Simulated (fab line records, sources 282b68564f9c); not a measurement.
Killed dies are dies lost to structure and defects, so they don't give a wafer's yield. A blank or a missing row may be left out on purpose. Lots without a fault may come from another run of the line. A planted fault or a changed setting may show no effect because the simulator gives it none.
Which tool did it? | flow rit_cmos | 13 lots, 39 wafers sampled, at 1 step of a route of 202

WHAT THE GAUGES READ, wafer by wafer
RIT_FOX2_THK_MEAS_01. Usual: FOX2_OXIDE_THK 348 nm, standard deviation 6.6.
lot  | measured    | on            | FOX2_OXIDE_THK (nm) | flag
L672 | day 2 04:44 | film_metro-01 | 354 352 352         |
L673 | day 2 09:41 | film_metro-02 | 357 358 356         |
L674 | day 2 14:38 | film_metro-01 | 350 342 341         |
L675 | day 2 18:29 | film_metro-01 | 345 349 351         |
L676 | day 2 21:08 | film_metro-03 | 352 341 348         |
L677 | day 3 03:24 | film_metro-03 | 341 344 338         |
L678 | day 3 12:55 | film_metro-01 | 354 355 357         |
L679 | day 3 18:32 | film_metro-01 | 336 334 338         |
L680 | day 3 18:32 | film_metro-02 | 332 341 338         |
L681 | day 3 23:31 | film_metro-01 | 348 346 353         |
L683 | day 4 09:10 | film_metro-02 | 348 344 340         |
L692 | day 6 04:28 | film_metro-02 | 347 355 351         |
L693 | day 6 11:57 | film_metro-02 | 336 339 340         |

WHICH TOOL RAN EACH LOT (tool, then ch and the chambers of the sampled wafers, then the start)
The record holds no process step before these readings.

WHAT THE TOOLS THEMSELVES READ (means of the sampled wafers that have a number; where no wafer has one, the mark that the record gives instead)
The record holds no such reading with a usual standard deviation.

THE ANSWER, worked out from the rows above alone
Rule: a lot is off if the mean of its wafers that have a number lies more than 3 standard deviations from the usual mean. A lot without any number at a reading at which 4 lots or more have one is off too. The other lots that the step has rows for count as sound. The gauges are gone through in route order, then the tools' own readings, and for those a lot's mean is taken as printed above. The first step at which some lot is off is used, and at that step the reading that is off furthest; a lot without a number counts as furthest.
No lot is off at any reading shown: from this, nothing can be told.

WHAT THE SIMULATOR HAD PUT IN
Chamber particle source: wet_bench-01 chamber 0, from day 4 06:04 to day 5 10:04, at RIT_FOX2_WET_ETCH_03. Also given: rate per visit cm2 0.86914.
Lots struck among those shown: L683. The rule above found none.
